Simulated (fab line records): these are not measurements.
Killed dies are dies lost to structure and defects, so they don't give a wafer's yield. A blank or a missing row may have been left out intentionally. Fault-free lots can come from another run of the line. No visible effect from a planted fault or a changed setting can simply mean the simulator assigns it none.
Split-lot study ; flow rit_cmos ; 23 wafers read across 5 lots, on a route 202 steps long

## THE SPLIT
At RIT_SILICIDE_SPUTTER_01 (material Ti, target thk 30 nm, time 240 s), the setting power_w was moved away from the recipe's 350 W on 4 of the 23 wafers read, by -5.5% to -4.0%. For the rest of the wafers, this setting stayed at what the recipe calls for.

## SPLIT TO READING: what lies between them in the file, 1 step
- RIT_SILICIDE_RS_MEAS_02: measures by four-point-probe

## THE READING
SILICIDE_TI_THK, in nm, at RIT_SILICIDE_THK_MEAS_03 (measures by xrf). A value of 30.1 nm with a standard deviation of 0.42 nm is what fault-free wafers of this fab line usually give.

wafer;tool, chamber at the split;power_w as run, W;against the recipe;SILICIDE_TI_THK, nm;against lot-mates on the recipe
L075.1;pvd_sputter-04, -;350;recipe;30.4;-
L075.2;pvd_sputter-04, -;350;recipe;30.5;-
L075.3;pvd_sputter-04, -;350;recipe;31.0;-
L075.4;pvd_sputter-04, -;330.8;-5.5%;28.9;-1.7
L075.6;pvd_sputter-04, -;330.8;-5.5%;28.9;-1.7
L076.1;pvd_sputter-02, -;350;recipe;29.9;-
L076.2;pvd_sputter-02, -;350;recipe;30.0;-
L076.3;pvd_sputter-02, -;350;recipe;30.9;-
L076.4;pvd_sputter-02, -;350;recipe;30.0;-
L076.6;pvd_sputter-02, -;350;recipe;30.1;-
L079.2;pvd_sputter-04, -;350;recipe;30.3;-
L079.3;pvd_sputter-04, -;336.1;-4.0%;28.7;-1.3
L079.4;pvd_sputter-04, -;350;recipe;29.9;-
L079.5;pvd_sputter-04, -;336.1;-4.0%;28.5;-1.5
L079.6;pvd_sputter-04, -;350;recipe;29.9;-
L083.1;pvd_sputter-03, -;350;recipe;30.3;-
L083.3;pvd_sputter-03, -;350;recipe;30.5;-
L083.4;pvd_sputter-03, -;350;recipe;30.0;-
L083.5;pvd_sputter-03, -;350;recipe;30.5;-
L083.6;pvd_sputter-03, -;350;recipe;30.0;-
L085.1;pvd_sputter-03, -;350;recipe;30.7;-
L085.3;pvd_sputter-03, -;350;recipe;30.6;-
L085.6;pvd_sputter-03, -;350;recipe;30.4;-

THE FIT
A straight line over all 23 wafers: SILICIDE_TI_THK changes by +0.314 nm for each +1% of power_w; r = +0.86; the points scatter about the line by 0.36 nm.
The same after taking each lot's own level away (the mean of its wafers on the recipe; 23 wafers): +0.331 nm for each +1%; r = +0.93; scatter 0.25 nm.
That fit puts the effect of the largest move of power_w on the reading at 1.8 nm.
The span of the lots' own levels, 30.03 to 30.63 nm, comes to 1.4 times the standard deviation stated above.
Consequently the slope shifts little with the lot-to-lot level, the two slopes agreeing.
Check: with one of the wafers moved furthest among these (-5.5%) left out of the fit, the line predicts -1.86 nm for it against its lot-mates. Against them it came out at -1.73 nm.

## THE WHOLE CHAIN: every reading that the file lists as answering this split, in the file's order
step;what it does;reading;change (the file's fit);r (the file's)
RIT_SILICIDE_SPUTTER_01;material Ti, target thk 30 nm, time 240 s;Ti_of_SILICIDE_SPUTTER_01.thk_nm (the simulator's own value, which no gauge read);+0.334 nm for each +1% of the setting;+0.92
RIT_SILICIDE_RS_MEAS_02;measures by four-point-probe;SILICIDE_TI_RS;-0.685 for each +1% of the setting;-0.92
RIT_SILICIDE_THK_MEAS_03;measures by xrf;SILICIDE_TI_THK;+0.323 for each +1% of the setting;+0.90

## FILE'S OWN FIT
SILICIDE_TI_THK changes by +0.323 nm for each +1% of power_w, r = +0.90.
